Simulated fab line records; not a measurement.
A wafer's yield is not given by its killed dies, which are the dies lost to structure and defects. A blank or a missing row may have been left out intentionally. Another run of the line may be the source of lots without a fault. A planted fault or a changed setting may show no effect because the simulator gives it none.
Split-lot experiment / flow berkeley-cmos170 / 5 lots, 23 wafers read, on a route of 331 steps

## SPLIT DETAILS
At UCB170_GATE_CVD_04 (deposits poly-Si from SiH4, time 1440 s, target thk 214 nm), the setting temp-c was moved away from the recipe's 610 C on 20 of the 23 wafers read, by -2.2% to +2.3%. All remaining wafers had this setting at the recipe value.

Split to reading: the file shows no intervening step.

## THE READING
Values of GATE_POLY_THK in nm from UCB170_GATE_THK_MEAS_05. Typical for fault-free wafers on this fab line: 212.9 nm, with standard deviation 2.2 nm.

wafer=L074.1; tool, chamber at the split=-, -; temp-c as run, C=624.3; against the recipe=+2.3%; GATE_POLY_THK, nm=299.3; against lot-mates on the recipe=no lot-mate on the recipe
wafer=L074.2; tool, chamber at the split=-, -; temp-c as run, C=624.3; against the recipe=+2.3%; GATE_POLY_THK, nm=301.1; against lot-mates on the recipe=no lot-mate on the recipe
wafer=L074.3; tool, chamber at the split=-, -; temp-c as run, C=624.3; against the recipe=+2.3%; GATE_POLY_THK, nm=300.4; against lot-mates on the recipe=no lot-mate on the recipe
wafer=L074.4; tool, chamber at the split=-, -; temp-c as run, C=624.3; against the recipe=+2.3%; GATE_POLY_THK, nm=298.9; against lot-mates on the recipe=no lot-mate on the recipe
wafer=L074.5; tool, chamber at the split=-, -; temp-c as run, C=624.3; against the recipe=+2.3%; GATE_POLY_THK, nm=300.0; against lot-mates on the recipe=no lot-mate on the recipe
wafer=L078.1; tool, chamber at the split=-, -; temp-c as run, C=604.9; against the recipe=-0.8%; GATE_POLY_THK, nm=190.9; against lot-mates on the recipe=no lot-mate on the recipe
wafer=L078.2; tool, chamber at the split=-, -; temp-c as run, C=604.9; against the recipe=-0.8%; GATE_POLY_THK, nm=191.5; against lot-mates on the recipe=no lot-mate on the recipe
wafer=L078.3; tool, chamber at the split=-, -; temp-c as run, C=604.9; against the recipe=-0.8%; GATE_POLY_THK, nm=191.0; against lot-mates on the recipe=no lot-mate on the recipe
wafer=L078.5; tool, chamber at the split=-, -; temp-c as run, C=604.9; against the recipe=-0.8%; GATE_POLY_THK, nm=191.5; against lot-mates on the recipe=no lot-mate on the recipe
wafer=L078.6; tool, chamber at the split=-, -; temp-c as run, C=604.9; against the recipe=-0.8%; GATE_POLY_THK, nm=190.4; against lot-mates on the recipe=no lot-mate on the recipe
wafer=L083.1; tool, chamber at the split=-, -; temp-c as run, C=596.7; against the recipe=-2.2%; GATE_POLY_THK, nm=157.6; against lot-mates on the recipe=no lot-mate on the recipe
wafer=L083.2; tool, chamber at the split=-, -; temp-c as run, C=596.7; against the recipe=-2.2%; GATE_POLY_THK, nm=156.5; against lot-mates on the recipe=no lot-mate on the recipe
wafer=L083.3; tool, chamber at the split=-, -; temp-c as run, C=596.7; against the recipe=-2.2%; GATE_POLY_THK, nm=156.9; against lot-mates on the recipe=no lot-mate on the recipe
wafer=L083.4; tool, chamber at the split=-, -; temp-c as run, C=596.7; against the recipe=-2.2%; GATE_POLY_THK, nm=157.1; against lot-mates on the recipe=no lot-mate on the recipe
wafer=L083.6; tool, chamber at the split=-, -; temp-c as run, C=596.7; against the recipe=-2.2%; GATE_POLY_THK, nm=156.6; against lot-mates on the recipe=no lot-mate on the recipe
wafer=L085.1; tool, chamber at the split=lpcvd-01, 1; temp-c as run, C=610; against the recipe=recipe; GATE_POLY_THK, nm=209.5; against lot-mates on the recipe=-
wafer=L085.3; tool, chamber at the split=lpcvd-01, 1; temp-c as run, C=610; against the recipe=recipe; GATE_POLY_THK, nm=211.5; against lot-mates on the recipe=-
wafer=L085.5; tool, chamber at the split=lpcvd-01, 1; temp-c as run, C=610; against the recipe=recipe; GATE_POLY_THK, nm=207.1; against lot-mates on the recipe=-
wafer=L084.1; tool, chamber at the split=-, -; temp-c as run, C=618.1; against the recipe=+1.3%; GATE_POLY_THK, nm=260.1; against lot-mates on the recipe=no lot-mate on the recipe
wafer=L084.2; tool, chamber at the split=-, -; temp-c as run, C=618.1; against the recipe=+1.3%; GATE_POLY_THK, nm=256.2; against lot-mates on the recipe=no lot-mate on the recipe
wafer=L084.3; tool, chamber at the split=-, -; temp-c as run, C=618.1; against the recipe=+1.3%; GATE_POLY_THK, nm=259.5; against lot-mates on the recipe=no lot-mate on the recipe
wafer=L084.4; tool, chamber at the split=-, -; temp-c as run, C=618.1; against the recipe=+1.3%; GATE_POLY_THK, nm=260.2; against lot-mates on the recipe=no lot-mate on the recipe
wafer=L084.5; tool, chamber at the split=-, -; temp-c as run, C=618.1; against the recipe=+1.3%; GATE_POLY_THK, nm=258.3; against lot-mates on the recipe=no lot-mate on the recipe

FIT RESULTS
A straight line over all 23 wafers: GATE_POLY_THK changes by +31.5 nm for each +1% of temp-c; r = +0.99; the points scatter about the line by 6.1 nm.
Too few moved wafers with a lot-mate on the recipe to fit a line net of each lot's own level.

## THE WHOLE CHAIN: every reading that the file lists as answering this split, in the file's order
step=UCB170_GATE_CVD_04; what it does=deposits poly-Si from SiH4, time 1440 s, target thk 214 nm; reading=poly-Si_of_GATE_CVD_04.thk-nm (the simulator's own value, which no gauge read); change (the file's fit)=+31.5 nm for each +1% of the setting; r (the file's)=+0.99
step=UCB170_GATE_THK_MEAS_05; what it does=; reading=GATE_POLY_THK; change (the file's fit)=+31.5 for each +1% of the setting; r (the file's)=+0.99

## THE FILE'S OWN FIT
GATE_POLY_THK changes by +31.5 nm for each +1% of temp-c, r = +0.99.
